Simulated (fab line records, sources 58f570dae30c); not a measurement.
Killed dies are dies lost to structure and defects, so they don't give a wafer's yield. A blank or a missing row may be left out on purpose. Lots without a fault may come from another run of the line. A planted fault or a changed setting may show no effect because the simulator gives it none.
fab line records | flow berkeley_cmos170
record lots=5 wafers=15 last_day=11
route steps=331 shown PLDD@156 NLDD@158 SPACER@171 PSD@175 NSD@187 BACKSIDE@199
lots that met no fault: from a run of the same line without faults
start_h: hours from the record's first day to the start of the lot's first wafer shown | wait_h: hours since the lot's step before | " the same as in the row above | L1.1+2: a row that stands for several wafers | - no value, or no start given | * or withheld: withheld | < > ~ a bound
route shown NAME@n: a module of which the file shows steps, and the number in the route of the first | usual: mean/standard deviation of fault-free wafers | same: alike in all rows | chamber/n: place in a boat | sites: the reading at each site | _std_site: their standard deviation | _edge_site: outer sites' mean less inner sites' | radius_mm: how far each site lies from the wafer's centre | mask NAME#n: copy n | behind: the tool/chamber that last shaped the wafer | hold: why the lot was held/for how many hours/how that ended | device: the transistor (n, p or np) that didn't switch | end of line: the same wafers' tests at the end of the route | a step without rows: its recipe alone | killed: dies lost to structure and defects at the first sort, not the wafer's yield | map: a wafer's dies, x killed, . not, _ none there
set.NAME: the setting as run; set.NAME@STEP: as run at that earlier step | model.NAME: the simulator's own value behind a step, which no gauge read
lots at some steps of the route; a table a step, a row a wafer
services: from which hour (start_h, from the record's first day; less than 0 if before it) a tool's chamber was out of use, for how many hours, and why
## steps
# step UCB170_PLDD_TW_MEAS_11
# usual PLDD_TW=1009/6.6
# columns lot.wafer tool chamber start_h wait_h PLDD_TW
L074.1 film_metro-01 - 134.55 0.1 1001
L074.2 " - " " 997
L074.6 " - " " 1000
L086.2 film_metro-03 - 184.94 0.1 1018
L086.3 " - " " 1020
L086.5 " - " " 1024
L090.1 film_metro-03 - 203.63 0.1 1017
L090.2 " - " " 1014
L090.6 " - " " 1012
L094.1 film_metro-03 - 220.76 0.1 1012
L094.2 " - " " 1014
L094.6 " - " " 1019
L096.3 film_metro-03 - 228.52 0.1 1014
L096.4 " - " " 1018
L096.6 " - " " 1014
# step UCB170_PLDD_CLEAN_12
# recipe chemistry=SPM temp_c=120 time_s=600
# columns lot.wafer tool chamber start_h wait_h
L074.1+2+6 wet_bench-03 3 134.78 0.2
L086.2+3+5 wet_bench-01 0 184.99 0.0
L090.1+2+6 wet_bench-03 3 203.69 0.1
L094.1+2+6 wet_bench-03 2 220.82 0.1
L096.3+4+6 wet_bench-02 0 230.56 2.0
# step UCB170_NLDD_HMDS_00
# recipe prime_time_s=60 prime_temp_c=100
# same prime_time_s=60
# columns lot.wafer tool chamber start_h wait_h
L074.1+2+6 litho_track-02 0 134.96 0.0
L086.2+3+5 litho_track-03 0 186.08 0.9
L090.1+2+6 litho_track-03 0 204.05 0.2
L094.1+2+6 litho_track-03 0 221.37 0.4
L096.3+4+6 litho_track-02 0 230.96 0.1
# step UCB170_NLDD_COAT_01
# recipe resist=KrF spin_rpm=1500 resist_thk_nm=900
# columns lot.wafer tool chamber start_h wait_h
L074.1+2+6 litho_track-02 0 135.11 0.1
L086.2+3+5 litho_track-03 0 186.23 0.1
L090.1+2+6 litho_track-03 0 204.20 0.1
L094.1+2+6 litho_track-03 0 221.52 0.1
L096.3+4+6 litho_track-02 0 231.11 0.1
# step UCB170_NLDD_SOFTBAKE_02
# recipe resist=KrF temp_c=130 time_s=60
# columns lot.wafer tool chamber start_h wait_h
L074.1+2+6 litho_track-02 0 135.26 0.1
L086.2+3+5 litho_track-03 0 186.38 0.1
L090.1+2+6 litho_track-03 0 204.35 0.1
L094.1+2+6 litho_track-03 0 221.67 0.1
L096.3+4+6 litho_track-02 0 231.26 0.1
# step UCB170_NLDD_EXPOSE_03
# recipe mask_id=NSELECT na=0.5 sigma_outer=0.6 source_shape=conventional target_cd_nm=1200 dose_mj=30
# usual stage_vel_mm_s=500.07/0.22
# columns lot.wafer tool chamber start_h wait_h mask stage_vel_mm_s
L074.1 krf_scanner-01 0 135.53 0.2 NSELECT#0 500.32
L074.2 " 0 " " NSELECT#0 500.39
L074.6 " 0 " " NSELECT#0 500.27
L086.2 krf_scanner-02 0 186.53 0.1 NSELECT#0 500.03
L086.3 " 0 " " NSELECT#0 500.20
L086.5 " 0 " " NSELECT#0 500.05
L090.1 krf_scanner-01 0 204.62 0.2 NSELECT#0 500.08
L090.2 " 0 " " NSELECT#0 500.12
L090.6 " 0 " " NSELECT#0 500.39
L094.1 krf_scanner-01 0 221.82 0.1 NSELECT#0 500.37
L094.2 " 0 " " NSELECT#0 500.53
L094.6 " 0 " " NSELECT#0 500.27
L096.3 krf_scanner-02 0 231.53 0.2 NSELECT#0 499.95
L096.4 " 0 " " NSELECT#0 500.06
L096.6 " 0 " " NSELECT#0 500.05
# step UCB170_NLDD_PEB_04
# recipe peb_temp_c=130 peb_time_s=withheld resist=KrF
# columns lot.wafer tool chamber start_h wait_h
L074.1+2+6 litho_track-04 0 135.65 0.1
L086.2+3+5 litho_track-04 0 187.14 0.6
L090.1+2+6 litho_track-04 0 204.86 0.2
L094.1+2+6 litho_track-02 0 222.34 0.5
L096.3+4+6 litho_track-04 0 231.65 0.1
# step UCB170_NLDD_DEVELOP_05
# recipe developer=TMAH develop_time_s=45 resist=KrF dev_temp_c=21
# columns lot.wafer tool chamber start_h wait_h
L074.1+2+6 litho_track-04 0 - -
L086.2+3+5 litho_track-04 0 - -
L090.1+2+6 litho_track-04 0 - -
L094.1+2+6 litho_track-02 0 - -
L096.3+4+6 litho_track-04 0 - -
# step UCB170_NLDD_CD_MEAS_06
# recipe target_cd_nm=1200
# usual cd_nm=1200.2/1.3
# columns lot.wafer tool chamber start_h wait_h cd_nm
L074.1 cd_sem-01 - 135.92 - 1199.6
L074.2 " - " " 1198.3
L074.6 " - " " 1199.2
L086.2 cd_sem-02 - 187.41 - 1202.1
L086.3 " - " " 1200.7
L086.5 " - " " 1202.1
L090.1 cd_sem-01 - 205.13 - 1201.0
L090.2 " - " " 1202.8
L090.6 " - " " 1201.0
L094.1 cd_sem-01 - 222.62 - 1201.2
L094.2 " - " " 1201.8
L094.6 " - " " 1200.8
L096.3 cd_sem-02 - 231.92 - 1200.1
L096.4 " - " " 1199.6
L096.6 " - " " 1198.1
# step UCB170_NLDD_OVL_MEAS_07
# usual NLDD_OVL=-2/6.3
# columns lot.wafer tool chamber start_h wait_h NLDD_OVL[nm]
L074.1 overlay-02 - 136.04 0.1 -1
L074.2 " - " " 8
L074.6 " - " " 3
L086.2 overlay-02 - 187.51 0.1 -7
L086.3 " - " " -5
L086.5 " - " " -9
L090.1 overlay-01 - 205.25 0.1 -4
L090.2 " - " " 2
L090.6 " - " " 4
L094.1 overlay-02 - 222.74 0.1 -3
L094.2 " - " " -9
L094.6 " - " " -10
L096.3 overlay-01 - 232.01 0.1 2
L096.4 " - " " -1
L096.6 " - " " 1
# step UCB170_NLDD_IMPLANT_08
# recipe species=As dose_cm2=5e+13 energy_kev=30 tilt_deg=7 rotation_deg=0
# columns lot.wafer tool chamber start_h wait_h
L074.1+2+6 implanter-02 0 136.08 0.0
L086.2+3+5 implanter-02 0 187.57 0.0
L090.1+2+6 implanter-04 0 205.29 0.0
L094.1+2+6 implanter-03 0 222.77 0.0
L096.3+4+6 implanter-03 0 232.09 0.1
# step UCB170_NLDD_IMPLANT_09
# recipe species=As dose_cm2=5e+13 energy_kev=30 tilt_deg=7 rotation_deg=180
# columns lot.wafer tool chamber start_h wait_h
L074.1+2+6 implanter-02 0 136.23 0.1
L086.2+3+5 implanter-02 0 187.72 0.1
L090.1+2+6 implanter-04 0 205.44 0.1
L094.1+2+6 implanter-03 0 222.92 0.1
L096.3+4+6 implanter-03 0 232.24 0.1
# step UCB170_NLDD_STRIP_10
# recipe chemistry=O2 power_w=400 pressure_mtorr=3500 platen_temp_c=withheld o2_flow_sccm=400 overash_fraction=0.5
# usual drypump_motor_current_A=5.7/0.41 oes_product_au=0.734/0.0045 strip_time_to_endpoint_s=21.64/0.046
# columns lot.wafer tool chamber start_h wait_h drypump_motor_current_A oes_product_au rf_hours_counter_h strip_time_to_endpoint_s
L074.1 plasma_asher-02 0 136.38 0.1 5.6 0.731 45 21.67
L074.2 " 1 " " 5.3 0.739 45 21.65
L074.6 " 0 " " 5.6 0.731 - 21.69
L086.2 plasma_asher-03 1 187.84 0.1 5.3 0.731 51 21.62
L086.3 " 0 " " 6.4 0.734 - 21.64
L086.5 " 1 " " 5.3 0.734 - 21.60
L090.1 plasma_asher-03 1 205.59 0.1 5.3 0.735 53 21.65
L090.2 " 0 " " 6.4 0.746 53 21.71
L090.6 " 1 " " 5.3 0.729 - 21.64
L094.1 plasma_asher-04 1 223.07 0.1 5.6 0.731 38 21.61
L094.2 " 0 " " 5.8 0.731 38 21.64
L094.6 " 0 " " 5.8 0.738 - 21.64
L096.3 plasma_asher-02 1 232.37 0.1 5.3 0.733 - 21.55
L096.4 " 0 " " 5.7 0.733 - 21.57
L096.6 " 0 " " 5.7 0.732 - 21.60
# step UCB170_NLDD_TW_MEAS_11
# usual NLDD_TW=2213/12
# columns lot.wafer tool chamber start_h wait_h NLDD_TW
L074.1 film_metro-04 - 136.48 0.1 2207
L074.2 " - " " 2217
L074.6 " - " " 2223
L086.2 film_metro-01 - 187.95 0.1 2191
L086.3 " - " " 2199
L086.5 " - " " 2207
L090.1 film_metro-04 - 205.69 0.1 2200
L090.2 " - " " 2218
L090.6 " - " " 2213
L094.1 film_metro-04 - 223.17 0.1 2213
L094.2 " - " " 2214
L094.6 " - " " 2206
L096.3 film_metro-03 - 232.46 0.1 2218
L096.4 " - " " 2230
L096.6 " - " " 2231
# step UCB170_NLDD_CLEAN_12
# recipe chemistry=SPM temp_c=120 time_s=600
# columns lot.wafer tool chamber start_h wait_h
L074.1+2+6 wet_bench-03 1 136.54 0.1
L086.2+3+5 wet_bench-03 3 188.22 0.3
L090.1+2+6 wet_bench-03 1 205.75 0.1
L094.1+2+6 wet_bench-02 1 223.23 0.1
L096.3+4+6 wet_bench-03 0 232.50 0.0
# step UCB170_SPACER_CVD_00
# recipe material=SiO2 target_thk_nm=376 temp_c=390 precursor=TEOS/O2 time_s=47 rf_w=550 pressure_mtorr=9000
# usual heater_power_w=278/58
# columns lot.wafer tool chamber start_h wait_h heater_power_w
L074.1 pecvd-04 1 136.72 0.0 258
L074.2 " 2 " " 195
L074.6 " 1 " " 274
L086.2 pecvd-04 1 188.40 0.0 253
L086.3 " 2 " " 202
L086.5 " 2 " " 215
L090.1 pecvd-02 2 205.92 0.0 269
L090.2 " 0 " " 347
L090.6 " 0 " " 364
L094.1 pecvd-02 1 223.41 0.0 232
L094.2 " 2 " " 285
L094.6 " 2 " " 290
L096.3 pecvd-04 2 232.67 0.0 202
L096.4 " 2 " " 218
L096.6 " 1 " " 231
# step UCB170_SPACER_THK_MEAS_01
# recipe reads=SiO2_of_SPACER_CVD_00
# usual SPACER_TEOS_THK=376/4.5
# columns lot.wafer tool chamber start_h wait_h SPACER_TEOS_THK[nm]
L074.1 film_metro-04 - 136.78 0.0 371
L074.2 " - " " 374
L074.6 " - " " 371
L086.2 film_metro-04 - 188.45 0.0 370
L086.3 " - " " 375
L086.5 " - " " 377
L090.1 film_metro-04 - 205.97 0.0 373
L090.2 " - " " 382
L090.6 " - " " 378
L094.1 film_metro-02 - 223.45 0.0 373
L094.2 " - " " 371
L094.6 " - " " 378
L096.3 film_metro-01 - 232.73 0.0 368
L096.4 " - " " 377
L096.6 " - " " 378
# step UCB170_SPACER_ANNEAL_02
# recipe temp_c=900 time_s=1800 ambient=N2
# usual spike_tc_centre_C=903.2/1.1 zone_power_centre_pct=38/6 zone_power_source_pct=32/4.8
# columns lot.wafer tool chamber start_h wait_h spike_tc_centre_C zone_power_centre_pct zone_power_source_pct
L074.1 furnace-03 0 137.66 0.9 902.7 34 35
L074.2 " 0 " " 902.8 34 35
L074.6 " 0 " " 901.9 34 34
L086.2 furnace-03 0 189.34 0.9 902.6 34 35
L086.3 " 0 " " 902.9 34 35
L086.5 " 0 " " 902.0 34 35
L090.1 furnace-01 0 207.88 1.9 905.0 45 23
L090.2 " 0 " " 902.5 44 23
L090.6 " 0 " " 903.8 45 22
L094.1 furnace-01 0 224.23 0.8 903.6 45 23
L094.2 " 0 " " 904.5 44 23
L094.6 " 0 " " 905.1 44 22
L096.3 furnace-03 0 236.11 3.4 903.2 34 34
L096.4 " 0 " " 901.9 34 34
L096.6 " 0 " " 901.4 34 35
# step UCB170_SPACER_ETCHBACK_03
# recipe stop_on=Si target=SiO2 chemistry=CHF3/CF4/Ar CHF3_flow_sccm=50 cf4_flow_sccm=10 Ar_flow_sccm=120 pressure_mtorr=200 rf_w=500 target_depth_a=3760 time_s=100
# usual drypump_motor_current_A=5.8/0.4 mfc_ar_sccm=120.0/0.35 oes_product_au=0.899/0.018 throttle_valve_pct=6.43/0.12
# columns lot.wafer tool chamber start_h wait_h drypump_motor_current_A mfc_ar_sccm oes_product_au rf_hours_counter_h throttle_valve_pct
L074.1 rie_diel-04 1 139.16 0.0 6.4 120.3 0.888 18 6.31
L074.2 " 2 " " 5.5 120.2 0.906 141 6.60
L074.6 " 3 " " 5.5 119.1 0.919 - 6.48
L086.2 rie_diel-02 0 190.84 0.0 5.3 119.9 0.919 127 6.46
L086.3 " 1 " " 5.6 120.0 0.901 73 6.49
L086.5 " 1 " " 5.6 119.9 0.906 - 6.49
L090.1 rie_diel-02 0 209.38 0.0 5.3 120.4 0.913 128 6.47
L090.2 " 3 " " 6.0 120.1 0.899 44 6.51
L090.6 " 1 " " 5.6 119.8 0.903 - 6.50
L094.1 rie_diel-01 0 225.73 0.0 5.3 119.7 0.897 36 6.58
L094.2 " 1 " " 6.1 119.9 0.870 67 6.24
L094.6 " 0 " " 5.2 119.3 0.914 - 6.58
L096.3 rie_diel-04 1 237.61 0.0 6.4 120.3 0.884 23 6.31
L096.4 " 1 " " 6.4 120.2 0.901 - 6.29
L096.6 " 0 " " 6.2 119.9 0.887 - 6.29
# step UCB170_PSD_HMDS_00
# recipe prime_time_s=60 prime_temp_c=100
# same prime_time_s=60
# columns lot.wafer tool chamber start_h wait_h
L074.1+2+6 litho_track-01 0 139.68 0.5
L086.2+3+5 litho_track-03 0 191.36 0.5
L090.1+2+6 litho_track-03 0 209.68 0.3
L094.1+2+6 litho_track-03 0 226.21 0.4
L096.3+4+6 litho_track-01 0 237.73 0.1
# step UCB170_PSD_COAT_01
# recipe resist=KrF spin_rpm=1500 resist_thk_nm=900
# columns lot.wafer tool chamber start_h wait_h
L074.1+2+6 litho_track-01 0 139.83 0.1
L086.2+3+5 litho_track-03 0 191.51 0.1
L090.1+2+6 litho_track-03 0 209.83 0.1
L094.1+2+6 litho_track-03 0 226.36 0.1
L096.3+4+6 litho_track-01 0 237.88 0.1
# step UCB170_PSD_SOFTBAKE_02
# recipe resist=KrF temp_c=130 time_s=60
# columns lot.wafer tool chamber start_h wait_h
L074.1+2+6 litho_track-01 0 139.98 0.1
L086.2+3+5 litho_track-03 0 191.66 0.1
L090.1+2+6 litho_track-03 0 209.98 0.1
L094.1+2+6 litho_track-03 0 226.51 0.1
L096.3+4+6 litho_track-01 0 238.03 0.1
# step UCB170_PSD_EXPOSE_03
# recipe mask_id=PSELECT_MOD na=0.5 sigma_outer=0.6 source_shape=conventional target_cd_nm=1200 dose_mj=30
# usual stage_vel_mm_s=499.94/0.27
# columns lot.wafer tool chamber start_h wait_h mask stage_vel_mm_s
L074.1 krf_scanner-02 0 140.13 0.1 PSELECT_MOD#0 500.04
L074.2 " 0 " " PSELECT_MOD#0 499.70
L074.6 " 0 " " PSELECT_MOD#0 500.00
L086.2 krf_scanner-02 0 192.02 0.3 PSELECT_MOD#0 500.10
L086.3 " 0 " " PSELECT_MOD#0 499.95
L086.5 " 0 " " PSELECT_MOD#0 499.79
L090.1 krf_scanner-01 0 210.13 0.1 PSELECT_MOD#0 500.46
L090.2 " 0 " " PSELECT_MOD#0 500.47
L090.6 " 0 " " PSELECT_MOD#0 500.15
L094.1 krf_scanner-01 0 226.66 0.1 PSELECT_MOD#0 499.91
L094.2 " 0 " " PSELECT_MOD#0 499.99
L094.6 " 0 " " PSELECT_MOD#0 499.83
L096.3 krf_scanner-01 0 238.17 0.1 PSELECT_MOD#0 499.87
L096.4 " 0 " " PSELECT_MOD#0 499.77
L096.6 " 0 " " PSELECT_MOD#0 499.39
# step UCB170_PSD_PEB_04
# recipe peb_temp_c=129.1 peb_time_s=withheld resist=KrF
# columns lot.wafer tool chamber start_h wait_h
L074.1+2+6 litho_track-04 0 140.53 0.4
L086.2+3+5 litho_track-01 0 192.72 0.7
L090.1+2+6 litho_track-03 0 210.58 0.4
L094.1+2+6 litho_track-03 0 226.93 0.3
L096.3+4+6 litho_track-03 0 238.29 0.1
# step UCB170_PSD_DEVELOP_05
# recipe developer=TMAH develop_time_s=45 resist=KrF dev_temp_c=21
# columns lot.wafer tool chamber start_h wait_h
L074.1+2+6 litho_track-04 0 - -
L086.2+3+5 litho_track-01 0 - -
L090.1+2+6 litho_track-03 0 - -
L094.1+2+6 litho_track-03 0 - -
L096.3+4+6 litho_track-03 0 - -
# step UCB170_PSD_CD_MEAS_06
# recipe target_cd_nm=1200
# usual cd_nm=1200.0/1.4
# columns lot.wafer tool chamber start_h wait_h cd_nm
L074.1 cd_sem-01 - 140.80 - 1201.7
L074.2 " - " " 1200.4
L074.6 " - " " 1199.6
L086.2 cd_sem-02 - 192.99 - 1199.3
L086.3 " - " " 1198.6
L086.5 " - " " 1199.3
L090.1 cd_sem-02 - 210.86 - 1199.4
L090.2 " - " " 1200.1
L090.6 " - " " 1199.8
L094.1 cd_sem-01 - 227.21 - 1201.0
L094.2 " - " " 1202.6
L094.6 " - " " 1202.0
L096.3 cd_sem-01 - 238.56 - 1200.8
L096.4 " - " " 1201.2
L096.6 " - " " 1200.5
# step UCB170_PSD_OVL_MEAS_07
# usual PSD_OVL=-5/4.6
# columns lot.wafer tool chamber start_h wait_h PSD_OVL[nm]
L074.1 overlay-02 - 140.92 0.1 -1
L074.2 " - " " -11
L074.6 " - " " -11
L086.2 overlay-02 - 193.09 0.1 -2
L086.3 " - " " -15
L086.5 " - " " -11
L090.1 overlay-01 - 210.98 0.1 -5
L090.2 " - " " 0
L090.6 " - " " -5
L094.1 overlay-01 - 227.33 0.1 -7
L094.2 " - " " 1
L094.6 " - " " -3
L096.3 overlay-01 - 238.65 0.1 1
L096.4 " - " " -11
L096.6 " - " " -12
# step UCB170_PSD_IMPLANT_08
# recipe species=B dose_cm2=3e+15 energy_kev=20 tilt_deg=7
# columns lot.wafer tool chamber start_h wait_h
L074.1+2+6 implanter-04 0 140.96 0.0
L086.2+3+5 implanter-01 0 193.15 0.0
L090.1+2+6 implanter-03 0 211.02 0.0
L094.1+2+6 implanter-03 0 227.36 0.0
L096.3+4+6 implanter-03 0 238.72 0.1
# step UCB170_PSD_STRIP_09
# recipe chemistry=O2 power_w=400 pressure_mtorr=3500 platen_temp_c=withheld o2_flow_sccm=400 overash_fraction=0.5
# usual drypump_motor_current_A=5.7/0.35 oes_product_au=0.600/0.0047 strip_time_to_endpoint_s=29.38/0.085
# columns lot.wafer tool chamber start_h wait_h drypump_motor_current_A oes_product_au rf_hours_counter_h strip_time_to_endpoint_s
L074.1 plasma_asher-04 1 141.11 0.1 5.7 0.599 28 29.37
L074.2 " 0 " " 5.8 0.597 28 29.47
L074.6 " 0 " " 5.8 0.601 - 29.40
L086.2 plasma_asher-02 0 193.27 0.1 5.6 0.605 52 29.25
L086.3 " 1 " " 5.3 0.598 - 29.35
L086.5 " 1 " " 5.3 0.601 - 29.34
L090.1 plasma_asher-01 1 211.17 0.1 5.7 0.600 11 29.44
L090.2 " 0 " " 6.5 0.588 11 29.48
L090.6 " 1 " " 5.6 0.601 - 29.43
L094.1 plasma_asher-01 1 227.51 0.1 5.7 0.605 13 29.43
L094.2 " 0 " " 6.4 0.599 13 29.25
L094.6 " 1 " " 5.7 0.594 - 29.35
L096.3 plasma_asher-04 1 238.86 0.1 5.7 0.597 - 29.43
L096.4 " 0 " " 5.8 0.602 - 29.45
L096.6 " 0 " " 5.8 0.605 - 29.50
# step UCB170_PSD_TW_MEAS_10
# usual PSD_TW=2327/14
# columns lot.wafer tool chamber start_h wait_h PSD_TW
L074.1 film_metro-04 - 141.21 0.1 2333
L074.2 " - " " 2338
L074.6 " - " " 2334
L086.2 film_metro-04 - 193.38 0.1 2318
L086.3 " - " " 2326
L086.5 " - " " 2319
L090.1 film_metro-01 - 211.27 0.1 2318
L090.2 " - " " 2317
L090.6 " - " " 2327
L094.1 film_metro-01 - 227.61 0.1 2306
L094.2 " - " " 2306
L094.6 " - " " 2306
L096.3 film_metro-04 - 238.94 0.1 2321
L096.4 " - " " 2330
L096.6 " - " " 2323
# step UCB170_PSD_CLEAN_11
# recipe chemistry=SPM temp_c=120 time_s=600
# columns lot.wafer tool chamber start_h wait_h
L074.1+2+6 wet_bench-01 3 141.35 0.1
L086.2+3+5 wet_bench-04 3 193.43 0.0
L090.1+2+6 wet_bench-02 1 211.33 0.1
L094.1+2+6 wet_bench-04 2 227.81 0.2
L096.3+4+6 wet_bench-02 1 240.56 1.6
# step UCB170_NSD_HMDS_00
# recipe prime_time_s=60 prime_temp_c=100
# same prime_time_s=60
# columns lot.wafer tool chamber start_h wait_h
L074.1+2+6 litho_track-02 0 142.23 0.7
L086.2+3+5 litho_track-01 0 193.63 0.0
L090.1+2+6 litho_track-02 0 212.16 0.6
L094.1+2+6 litho_track-03 0 228.12 0.1
L096.3+4+6 litho_track-02 0 241.32 0.4
# step UCB170_NSD_COAT_01
# recipe resist=KrF spin_rpm=1500 resist_thk_nm=885
# columns lot.wafer tool chamber start_h wait_h
L074.1+2+6 litho_track-02 0 142.38 0.1
L086.2+3+5 litho_track-01 0 193.78 0.1
L090.1+2+6 litho_track-02 0 212.31 0.1
L094.1+2+6 litho_track-03 0 228.27 0.1
L096.3+4+6 litho_track-02 0 241.47 0.1
# step UCB170_NSD_SOFTBAKE_02
# recipe resist=KrF temp_c=130 time_s=60
# columns lot.wafer tool chamber start_h wait_h
L074.1+2+6 litho_track-02 0 142.53 0.1
L086.2+3+5 litho_track-01 0 193.93 0.1
L090.1+2+6 litho_track-02 0 212.46 0.1
L094.1+2+6 litho_track-03 0 228.42 0.1
L096.3+4+6 litho_track-02 0 241.62 0.1
# step UCB170_NSD_EXPOSE_03
# recipe mask_id=NSELECT_MOD na=0.5 sigma_outer=0.6 source_shape=conventional target_cd_nm=1200 dose_mj=30
# usual stage_vel_mm_s=499.97/0.22
# columns lot.wafer tool chamber start_h wait_h mask stage_vel_mm_s
L074.1 krf_scanner-01 0 142.68 0.1 NSELECT_MOD#0 500.25
L074.2 " 0 " " NSELECT_MOD#0 499.92
L074.6 " 0 " " NSELECT_MOD#0 499.83
L086.2 krf_scanner-02 0 194.16 0.2 NSELECT_MOD#0 500.33
L086.3 " 0 " " NSELECT_MOD#0 499.98
L086.5 " 0 " " NSELECT_MOD#0 500.03
L090.1 krf_scanner-02 0 212.73 0.2 NSELECT_MOD#0 500.18
L090.2 " 0 " " NSELECT_MOD#0 500.09
L090.6 " 0 " " NSELECT_MOD#0 499.84
L094.1 krf_scanner-02 0 228.70 0.2 NSELECT_MOD#0 499.61
L094.2 " 0 " " NSELECT_MOD#0 500.25
L094.6 " 0 " " NSELECT_MOD#0 499.95
L096.3 krf_scanner-01 0 242.06 0.4 NSELECT_MOD#0 499.91
L096.4 " 0 " " NSELECT_MOD#0 500.13
L096.6 " 0 " " NSELECT_MOD#0 500.07
# step UCB170_NSD_PEB_04
# recipe peb_temp_c=130 peb_time_s=withheld resist=KrF
# columns lot.wafer tool chamber start_h wait_h
L074.1+2+6 litho_track-02 0 143.40 0.7
L086.2+3+5 litho_track-01 0 194.63 0.5
L090.1+2+6 litho_track-02 0 213.33 0.6
L094.1+2+6 litho_track-02 0 228.82 0.1
L096.3+4+6 litho_track-03 0 242.18 0.1
# step UCB170_NSD_DEVELOP_05
# recipe developer=TMAH develop_time_s=45 resist=KrF dev_temp_c=21
# columns lot.wafer tool chamber start_h wait_h
L074.1+2+6 litho_track-02 0 - -
L086.2+3+5 litho_track-01 0 - -
L090.1+2+6 litho_track-02 0 - -
L094.1+2+6 litho_track-02 0 - -
L096.3+4+6 litho_track-03 0 - -
# step UCB170_NSD_CD_MEAS_06
# recipe target_cd_nm=1200
# usual cd_nm=1200.1/1.5
# columns lot.wafer tool chamber start_h wait_h cd_nm
L074.1 cd_sem-01 - 143.68 - 1199.9
L074.2 " - " " 1199.9
L074.6 " - " " 1200.4
L086.2 cd_sem-02 - 194.90 - 1204.2
L086.3 " - " " 1202.4
L086.5 " - " " 1201.2
L090.1 cd_sem-01 - 213.61 - 1198.3
L090.2 " - " " 1199.1
L090.6 " - " " 1199.3
L094.1 cd_sem-02 - 229.09 - 1201.3
L094.2 " - " " 1199.5
L094.6 " - " " 1199.1
L096.3 cd_sem-02 - 242.45 - 1197.4
L096.4 " - " " 1198.2
L096.6 " - " " 1197.9
# step UCB170_NSD_OVL_MEAS_07
# usual NSD_OVL=1/5.2
# columns lot.wafer tool chamber start_h wait_h NSD_OVL[nm]
L074.1 overlay-02 - 143.80 0.1 2
L074.2 " - " " -2
L074.6 " - " " 8
L086.2 overlay-02 - 195.01 0.1 0
L086.3 " - " " -3
L086.5 " - " " 4
L090.1 overlay-01 - 213.73 0.1 -4
L090.2 " - " " -3
L090.6 " - " " -2
L094.1 overlay-02 - 229.21 0.1 -8
L094.2 " - " " -7
L094.6 " - " " -7
L096.3 overlay-01 - 242.54 0.1 5
L096.4 " - " " 13
L096.6 " - " " 7
# step UCB170_NSD_IMPLANT_08
# recipe species=P dose_cm2=3e+15 energy_kev=40 tilt_deg=7
# columns lot.wafer tool chamber start_h wait_h
L074.1+2+6 implanter-01 0 143.84 0.0
L086.2+3+5 implanter-02 0 195.06 0.0
L090.1+2+6 implanter-03 0 213.76 0.0
L094.1+2+6 implanter-03 0 229.25 0.0
L096.3+4+6 implanter-01 0 242.62 0.1
# step UCB170_NSD_STRIP_09
# recipe chemistry=O2 power_w=400 pressure_mtorr=3500 platen_temp_c=withheld o2_flow_sccm=400 overash_fraction=0.5
# usual drypump_motor_current_A=5.8/0.49 oes_product_au=0.532/0.0049 strip_time_to_endpoint_s=35.46/0.074
# columns lot.wafer tool chamber start_h wait_h drypump_motor_current_A oes_product_au rf_hours_counter_h strip_time_to_endpoint_s
L074.1 plasma_asher-02 1 143.99 0.1 5.3 0.531 46 35.65
L074.2 " 0 " " 5.6 0.536 46 35.62
L074.6 " 0 " " 5.6 0.525 - 35.59
L086.2 plasma_asher-02 0 195.19 0.1 5.7 0.533 52 35.35
L086.3 " 0 " " 5.7 0.526 - 35.42
L086.5 " 1 " " 5.3 0.535 - 35.37
L090.1 plasma_asher-03 0 213.91 0.1 6.5 0.522 54 35.41
L090.2 " 1 " " 5.3 0.538 54 35.40
L090.6 " 1 " " 5.3 0.529 - 35.37
L094.1 plasma_asher-01 1 229.40 0.1 5.7 0.536 13 35.49
L094.2 " 0 " " 6.4 0.533 13 35.53
L094.6 " 1 " " 5.7 0.534 - 35.57
L096.3 plasma_asher-03 1 242.75 0.1 5.3 0.534 - 35.41
L096.4 " 0 " " 6.4 0.526 - 35.42
L096.6 " 0 " " 6.5 0.538 - 35.34
# step UCB170_NSD_TW_MEAS_10
# usual NSD_TW=4186/28
# columns lot.wafer tool chamber start_h wait_h NSD_TW
L074.1 film_metro-04 - 144.09 0.1 4223
L074.2 " - " " 4195
L074.6 " - " " 4218
L086.2 film_metro-01 - 195.30 0.1 4174
L086.3 " - " " 4159
L086.5 " - " " 4188
L090.1 film_metro-03 - 214.01 0.1 4179
L090.2 " - " " 4212
L090.6 " - " " 4198
L094.1 film_metro-04 - 229.50 0.1 4190
L094.2 " - " " 4171
L094.6 " - " " 4166
L096.3 film_metro-04 - 242.84 0.1 4188
L096.4 " - " " 4195
L096.6 " - " " 4182
# step UCB170_NSD_CLEAN_11
# recipe chemistry=SPM temp_c=120 time_s=600
# columns lot.wafer tool chamber start_h wait_h
L074.1+2+6 wet_bench-04 1 144.15 0.1
L086.2+3+5 wet_bench-03 0 195.35 0.0
L090.1+2+6 wet_bench-01 1 214.07 0.1
L094.1+2+6 wet_bench-04 3 229.56 0.1
L096.3+4+6 wet_bench-01 1 242.88 0.0
# step UCB170_BACKSIDE_HMDS_00
# recipe prime_time_s=60 prime_temp_c=100
# same prime_time_s=60
# columns lot.wafer tool chamber start_h wait_h
L074.1+2+6 litho_track-01 0 144.55 0.2
L086.2+3+5 litho_track-04 0 195.83 0.3
L090.1+2+6 litho_track-02 0 215.23 1.0
L094.1+2+6 litho_track-01 0 229.73 0.0
L096.3+4+6 litho_track-02 0 243.21 0.2
# step UCB170_BACKSIDE_COAT_01
# recipe resist=KrF spin_rpm=1500 resist_thk_nm=900
# columns lot.wafer tool chamber start_h wait_h
L074.1+2+6 litho_track-01 0 144.70 0.1
L086.2+3+5 litho_track-04 0 195.98 0.1
L090.1+2+6 litho_track-02 0 215.38 0.1
L094.1+2+6 litho_track-01 0 229.88 0.1
L096.3+4+6 litho_track-02 0 243.36 0.1
## services
# columns tool chamber start_h hours kind
implanter-04 - 113.19 8.4 pm
krf_scanner-02 - 130.33 4.4 pm
pecvd-04 0 134.43 13.0 repair
krf_scanner-02 - 134.71 1.3 pm
krf_scanner-01 - 137.67 1.3 pm
implanter-01 - 146.55 3.0 repair
krf_scanner-02 - 155.60 3.7 repair
krf_scanner-01 - 177.17 4.0 pm
plasma_asher-04 - 179.09 1.3 repair
implanter-03 - 185.10 1.1 repair
krf_scanner-02 - 187.37 1.0 pm
plasma_asher-04 - 187.54 2.3 repair
krf_scanner-01 - 189.54 0.8 pm
furnace-03 - 190.84 3.9 pm
krf_scanner-01 - 193.03 4.4 pm
implanter-03 - 194.41 6.4 repair
krf_scanner-02 - 197.40 4.0 pm
wet_bench-04 - 208.58 1.9 pm
krf_scanner-01 - 218.16 1.2 repair
krf_scanner-02 - 222.06 5.7 repair
wet_bench-01 - 224.59 1.3 repair
implanter-02 - 226.64 4.0 pm
implanter-04 - 231.73 5.4 repair
implanter-04 - 237.10 2.0 pm
## key
fault none
